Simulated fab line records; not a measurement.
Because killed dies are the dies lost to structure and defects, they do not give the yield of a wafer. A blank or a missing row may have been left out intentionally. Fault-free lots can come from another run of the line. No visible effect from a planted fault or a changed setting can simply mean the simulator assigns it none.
A struck lot beside a sound one | flow ritCmos | 39 out of 202 route steps
Sound: the wafers L715.1, L715.2, L715.3. The struck wafers were L707.1, L707.2, L707.6. At the end, the cause is stated.
Order at every step that has rows: each side's tool, ch and its chambers, its first start. Under that, the readings that differ: sound wafers | struck wafers | difference of the means | sigmas: that difference in standard deviations of wafers without a fault.
alike: words and numbers the same on both sides, and readings whose means are apart by under 2 such deviations; not compared: readings that were withheld, readings missing a value for some wafer, numbers with overlapping values and no deviation given by the record, and bounds like >300 which may hide the same value.
The two part at a step that has a row with sigmas, a row that says differs or no value, or rows on one side only. Non-overlapping numbers with no deviation appear without sigmas and do not part them. A reading that every wafer of one side lacks parts them only if that side has two wafers or more.

first, 6 steps without rows for these wafers: RIT_NLDD_HMDS_00 (prime time 60 s); RIT_NLDD_COAT_01 (resist thk 1000 nm); RIT_NLDD_SOFTBAKE_02 (time 60 s); RIT_NLDD_EXPOSE_03 (exposes mask M7, target cd 40700 nm); RIT_NLDD_PEB_04; RIT_NLDD_DEVELOP_05 (develop time 50 s).
RIT_NLDD_OVL_MEAS_06:
  sound on overlay-01, day 7 07:29; struck on overlay-01, day 5 14:53
  alike: NLDD_OVL
then, 2 steps without rows for these wafers: RIT_NLDD_HARDBAKE_07 (time 60 s); RIT_NLDD_IMPLANT_08.
RIT_NLDD_STRIP_09: strips in O2, time 180 s.
  sound on plasmaAsher-03 ch 0,1, day 7 07:50; struck on plasmaAsher-01 ch 0,1, day 5 15:13
  alike: drypumpMotorCurrentA
  not compared: rfHoursCounterH
RIT_NLDD_TW_MEAS_10:
  sound on filmMetro-01, day 7 08:00; struck on filmMetro-02, day 5 15:23
  alike: NLDD_TW
then, 1 step without rows for these wafers: RIT_PLDD_HMDS_00 (prime time 60 s).
RIT_PLDD_COAT_01: resist thk 1000 nm.
  struck on lithoTrack-02, day 5 15:36; sound on lithoTrack-01 ch 0, day 7 08:13
  no value came back on the struck wafers for chillPlateTempC (C), dispensePressureKPa (kPa); on the sound wafers chillPlateTempC (C) reads 22.86 22.95 22.85
then, 4 steps without rows for these wafers: RIT_PLDD_SOFTBAKE_02 (time 60 s); RIT_PLDD_EXPOSE_03 (exposes mask M8, target cd 40900 nm); RIT_PLDD_PEB_04; RIT_PLDD_DEVELOP_05 (develop time 50 s).
RIT_PLDD_OVL_MEAS_06:
  sound on overlay-01, day 7 09:02; struck on overlay-02, day 5 16:18
reading       | sound       | struck | difference                    | sigmas
PLDD_OVL (nm) | 0.3 0.2 2.0 | - - -  | no value on the struck wafers | 
then, 2 steps without rows for these wafers: RIT_PLDD_HARDBAKE_07 (time 60 s); RIT_PLDD_IMPLANT_08.
RIT_PLDD_STRIP_09: strips in O2, time 180 s.
  sound on plasmaAsher-03 ch 0,1, day 7 09:22; struck on plasmaAsher-02 ch 0,1, day 5 16:38
  alike: drypumpMotorCurrentA
  not compared: rfHoursCounterH
RIT_PLDD_TW_MEAS_10:
  sound on filmMetro-02, day 7 09:33; struck on filmMetro-02, day 5 16:49
  alike: PLDD_TW
then, 4 steps without rows for these wafers: RIT_SPACER_CLEAN_00 (cleans in SC1, time 600 s); RIT_SPACER_CLEAN_01 (cleans in dHF, time 30 s); RIT_SPACER_CLEAN_02 (cleans in SC2, time 600 s); RIT_SPACER_CVD_03 (deposits Si3N4 from SiH2Cl2/NH3, target thk 250 nm, time 3300 s).
RIT_SPACER_THK_MEAS_04:
  sound on filmMetro-04, day 7 11:53; struck on filmMetro-04, day 5 19:10
reading                 | sound             | struck            | difference | sigmas
SPACER_NITRIDE_THK (nm) | 245.6 246.1 246.2 | 250.4 251.0 253.2 | +5.6       | +2
RIT_SPACER_ETCHBACK_05: etches Si3N4 in SF6/CHF3, stops on SiO2, target depth 250 nm, time 240 s.
  sound on rieDiel-01 ch 0,1,3, day 7 11:57; struck on rieDiel-04 ch 2,3, day 5 19:14
  alike: CHF3_flow_sccm, drypumpMotorCurrentA, oesProductAu, throttleValvePct
  not compared: rfHoursCounterH
then, 6 steps without rows for these wafers: RIT_NSD_HMDS_00 (prime time 60 s); RIT_NSD_COAT_01 (resist thk 1000 nm); RIT_NSD_SOFTBAKE_02 (time 60 s); RIT_NSD_EXPOSE_03 (exposes mask M9, target cd 40700 nm); RIT_NSD_PEB_04; RIT_NSD_DEVELOP_05 (develop time 50 s).
RIT_NSD_OVL_MEAS_06:
  sound on overlay-02, day 7 13:14; struck on overlay-01, day 5 20:14
  alike: NSD_OVL
then, 2 steps without rows for these wafers: RIT_NSD_HARDBAKE_07 (time 60 s); RIT_NSD_IMPLANT_08.
RIT_NSD_STRIP_09: strips in O2, time 180 s.
  sound on plasmaAsher-02 ch 0,1, day 7 13:47; struck on plasmaAsher-01 ch 0,1, day 5 20:34
  alike: drypumpMotorCurrentA
  not compared: rfHoursCounterH
RIT_NSD_TW_MEAS_10:
  sound on filmMetro-03, day 7 13:58; struck on filmMetro-03, day 5 20:58
reading | sound          | struck         | difference | sigmas
NSD_TW  | 3090 3086 3081 | 3255 3260 3265 | +174       | +6
  not compared: hold

WHERE THEY PART
Last at RIT_NSD_TW_MEAS_10 as far as this record goes, first at RIT_PLDD_COAT_01.

WHY: the cause the simulator had injected
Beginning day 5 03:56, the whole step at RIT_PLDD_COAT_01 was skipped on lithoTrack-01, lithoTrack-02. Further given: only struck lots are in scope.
